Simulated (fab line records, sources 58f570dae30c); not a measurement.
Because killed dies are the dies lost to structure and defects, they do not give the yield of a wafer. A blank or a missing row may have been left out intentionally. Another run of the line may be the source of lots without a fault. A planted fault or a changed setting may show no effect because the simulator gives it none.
Lot-split experiment ; flow berkeley cmos170 ; 5 lots, 23 wafers read, on a route of 331 steps

## THE SPLIT
At UCB170_V2_EXPOSE_09 (exposes mask VIA2, target cd 700 nm), the setting dose mj was moved away from the recipe's 37 on 4 of the 23 wafers read, by -5.7% to -4.7%. All remaining wafers had this setting at the recipe value.

## FROM THE SPLIT TO THE READING: what the file shows between them, 5 steps
- UCB170_V2_PEB_10
- UCB170_V2_DEVELOP_11: develop time 45 s
- UCB170_V2_CD_MEAS_12: target cd 700 nm
- UCB170_V2_ETCH_14: etches SiO2 in CHF3/CF4/Ar, stops on Al, target depth 1250 nm, time 291 s
- UCB170_V2_STRIP_15: strips in O2

## THE READING
Shown in nm: cd nm at UCB170_V2_CD_MEAS_90, with target cd 700 nm. Fault-free wafers of this fab line usually give 700.3 nm, standard deviation 1.8 nm.

wafer;tool, chamber at the split;dose mj as run;against the recipe;cd nm, nm;against lot-mates on the recipe
L075.1;krf scanner-01, 0;37;recipe;698.9;-
L075.2;krf scanner-01, 0;37;recipe;703.0;-
L075.5;krf scanner-01, 0;37;recipe;702.7;-
L079.1;krf scanner-02, 0;37;recipe;698.7;-
L079.3;krf scanner-02, 0;37;recipe;700.0;-
L079.4;krf scanner-02, 0;37;recipe;698.0;-
L079.5;krf scanner-02, 0;37;recipe;698.6;-
L079.6;krf scanner-02, 0;37;recipe;697.2;-
L080.1;krf scanner-01, 0;34.9;-5.7%;688.8;-11.4
L080.3;krf scanner-01, 0;37;recipe;701.2;-
L080.4;krf scanner-01, 0;34.9;-5.7%;691.0;-9.2
L080.5;krf scanner-01, 0;37;recipe;700.3;-
L080.6;krf scanner-01, 0;37;recipe;699.0;-
L083.1;krf scanner-01, 0;37;recipe;702.8;-
L083.3;krf scanner-01, 0;37;recipe;700.5;-
L083.4;krf scanner-01, 0;37;recipe;702.6;-
L083.5;krf scanner-01, 0;37;recipe;704.5;-
L083.6;krf scanner-01, 0;37;recipe;702.5;-
L084.2;krf scanner-01, 0;37;recipe;700.7;-
L084.3;krf scanner-01, 0;35.25;-4.7%;691.2;-9.2
L084.4;krf scanner-01, 0;37;recipe;700.6;-
L084.5;krf scanner-01, 0;35.25;-4.7%;692.3;-8.1
L084.6;krf scanner-01, 0;37;recipe;699.8;-

THE FIT
A straight line over all 23 wafers: cd nm changes by +1.88 nm for each +1% of dose mj; r = +0.90; the points scatter about the line by 1.9 nm.
The same after taking each lot's own level away (the mean of its wafers on the recipe; 23 wafers): +1.81 nm for each +1%; r = +0.95; scatter 1.2 nm.
On that fit, the largest move of dose mj shifts the reading by 10 nm.
The lots' own levels span 698.50 to 702.58 nm, that is 2.3 times the standard deviation above.
The two slopes agree, so the slope changes little with the lot-to-lot level.
Check: -9.85 nm against its lot-mates is what the line predicts for one of the wafers moved furthest among these (-5.7%) when that wafer is left out of the fit. Against them it came out at -11.4 nm.

## THE WHOLE CHAIN: every reading that the file lists as answering this split, in the file's order
step;what it does;reading;change (the file's fit);r (the file's)
UCB170_V2_CD_MEAS_12;target cd 700 nm;cd nm;+1.8 nm for each +1% of the setting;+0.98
UCB170_V2_ETCH_14;etches SiO2 in CHF3/CF4/Ar, stops on Al, target depth 1250 nm, time 291 s;V2.cd nm (the simulator's own value, which no gauge read);+1.83 nm for each +1% of the setting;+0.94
UCB170_V2_CD_MEAS_90;target cd 700 nm;cd nm;+1.82 nm for each +1% of the setting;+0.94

## THE FILE'S OWN FIT
cd nm changes by +1.82 nm for each +1% of dose mj, r = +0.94.
